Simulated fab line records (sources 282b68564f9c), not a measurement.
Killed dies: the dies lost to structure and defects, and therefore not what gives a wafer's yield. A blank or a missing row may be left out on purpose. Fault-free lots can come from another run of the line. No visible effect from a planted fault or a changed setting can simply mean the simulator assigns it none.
Comparing a struck lot with a sound one || flow rit-cmos || 22 steps out of a route of 202
Sound: these wafers, L337.4, L337.5, L337.6. Wafers struck: L327.1, L327.3, L327.4. The cause is given at the end.
Each step with rows lists, per side, the tool, then ch with its chambers, then its first start. Under that, the readings that differ: sound wafers || struck wafers || difference of the means || sigmas: that difference in standard deviations of wafers without a fault.
alike: words and numbers the same on both sides, and readings whose means are apart by under 2 such deviations; not compared: readings that were withheld, readings missing a value for some wafer, numbers with overlapping values and no deviation given by the record, and bounds like >300 which may hide the same value.
A row with sigmas, a row that says differs or no value, or rows on one side alone: a step with any of these is where the two part. Numbers that have no deviation but don't overlap get no sigmas and don't part them. A reading that every wafer of one side lacks parts them only if that side has two wafers or more.

first, 2 steps without rows for these wafers: RIT_NSD_HARDBAKE_07 (time 60 s); RIT_NSD_IMPLANT_08.
RIT_NSD_STRIP_09: strips in O2, time 180 s.
  sound on plasma-asher-01 ch 0,1, day 6 19:11; struck on plasma-asher-04 ch 0,1, day 4 18:37
  alike: drypump-motor-current-A, o2-flow-sccm
  not compared: rf-hours-counter-h
RIT_NSD_TW_MEAS_10:
  sound: film-metro-03 at day 6 19:20; struck: film-metro-03 at day 4 18:47
  alike: NSD_TW
then, 6 steps without rows for these wafers: RIT_PSD_HMDS_00 (prime time 60 s); RIT_PSD_COAT_01 (resist thk 1000 nm); RIT_PSD_SOFTBAKE_02 (time 60 s); RIT_PSD_EXPOSE_03 (exposes mask M10, target cd 40900 nm); RIT_PSD_PEB_04; RIT_PSD_DEVELOP_05 (develop time 50 s).
RIT_PSD_OVL_MEAS_06:
  sound: overlay-02 at day 6 20:22; struck: overlay-02 at day 4 19:41
  alike: PSD_OVL
then, 1 step without rows for these wafers: RIT_PSD_HARDBAKE_07 (time 60 s).
RIT_PSD_IMPLANT_08:
  sound on implanter-01 ch 0, day 6 20:36; struck on implanter-02 ch 0, day 4 19:53
{"reading": "beam-energy-keV", "sound": "27.001 27.014 27.013", "struck": "30.515 30.497 30.509", "difference": "+3.498", "sigmas": "+99 or more"}
{"reading": "model.implant.rp-nm (nm)", "sound": "22.19 22.19 22.19", "struck": "24.24 24.24 24.24", "difference": "+2.05", "sigmas": ""}
{"reading": "model.implant.drp-nm (nm)", "sound": "12.05 12.05 12.05", "struck": "13.13 13.13 13.13", "difference": "+1.08", "sigmas": ""}
RIT_PSD_STRIP_09: strips in O2, time 180 s.
  sound on plasma-asher-04 ch 0,1, day 6 20:44; struck on plasma-asher-04 ch 0,1, day 4 20:02
  alike: drypump-motor-current-A, o2-flow-sccm
  not compared: rf-hours-counter-h
RIT_PSD_TW_MEAS_10:
  sound: film-metro-04 at day 6 20:53; struck: film-metro-01 at day 4 20:12
{"reading": "PSD_TW", "sound": "3416 3408 3420", "struck": "3534 3532 3515", "difference": "+112", "sigmas": "+5"}
then, 3 steps without rows for these wafers: RIT_SDANNEAL_CLEAN_00 (cleans in SC1, time 600 s); RIT_SDANNEAL_CLEAN_01 (cleans in dHF, time 30 s); RIT_SDANNEAL_CLEAN_02 (cleans in SC2, time 600 s).
RIT_SDANNEAL_RTA_03: time 5 s.
  sound on rtp-anneal-02 ch 0, day 6 21:19; struck on rtp-anneal-02 ch 0, day 4 20:38
  alike: wafer_temp_C_max
RIT_SDANNEAL_RS_MEAS_04: the measuring method here is four-point-probe.
  sound: film-metro-01 at day 6 21:25; struck: film-metro-01 at day 4 20:41
{"reading": "PSD_RS (ohm/sq)", "sound": "115.6 115.8 115.6", "struck": "109.1 108.9 108.9", "difference": -6.7, "sigmas": -20}
RIT_SDANNEAL_RS_MEAS_05: the measuring method here is four-point-probe.
  sound: film-metro-01 at day 6 21:32; struck: film-metro-01 at day 4 20:49
  alike: NSD_RS
RIT_M1_PROBE_99:
  sound: prober-01 at day 7 05:00; struck: prober-02 at day 5 04:13
{"reading": "model.etest.contact-pplus.end-ohm-um", "sound": "43.94 43.89 44.03", "struck": "40.4 40.74 40.82", "difference": -3.3, "sigmas": ""}
{"reading": "model.etest.vpnp.gain", "sound": "1.083 1.085 1.088", "struck": "1.142 1.175 1.155", "difference": "+0.072", "sigmas": ""}
{"reading": "model.etest.diode-pplus-comb.cj-ff-um2", "sound": "1.978 1.981 1.976", "struck": "1.955 1.954 1.96", "difference": -0.022, "sigmas": ""}
  alike: killed-at-front-end, killed-dies, killed-open, killed-short
  not compared: model.etest.diode-pplus-nwell.bv-v, model.etest.diode-pplus-nwell.cj-ff-um2

== WHERE THEY PART ==
First at RIT_PSD_IMPLANT_08; last, within this record, at RIT_SDANNEAL_RS_MEAS_04. Later steps at which nothing parts them and some readings are alike: RIT_SDANNEAL_RS_MEAS_05, RIT_M1_PROBE_99.

WHY: what the simulator had put in
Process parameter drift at RIT_PSD_IMPLANT_08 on implanter-02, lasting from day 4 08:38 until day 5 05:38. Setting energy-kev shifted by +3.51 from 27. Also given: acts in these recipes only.
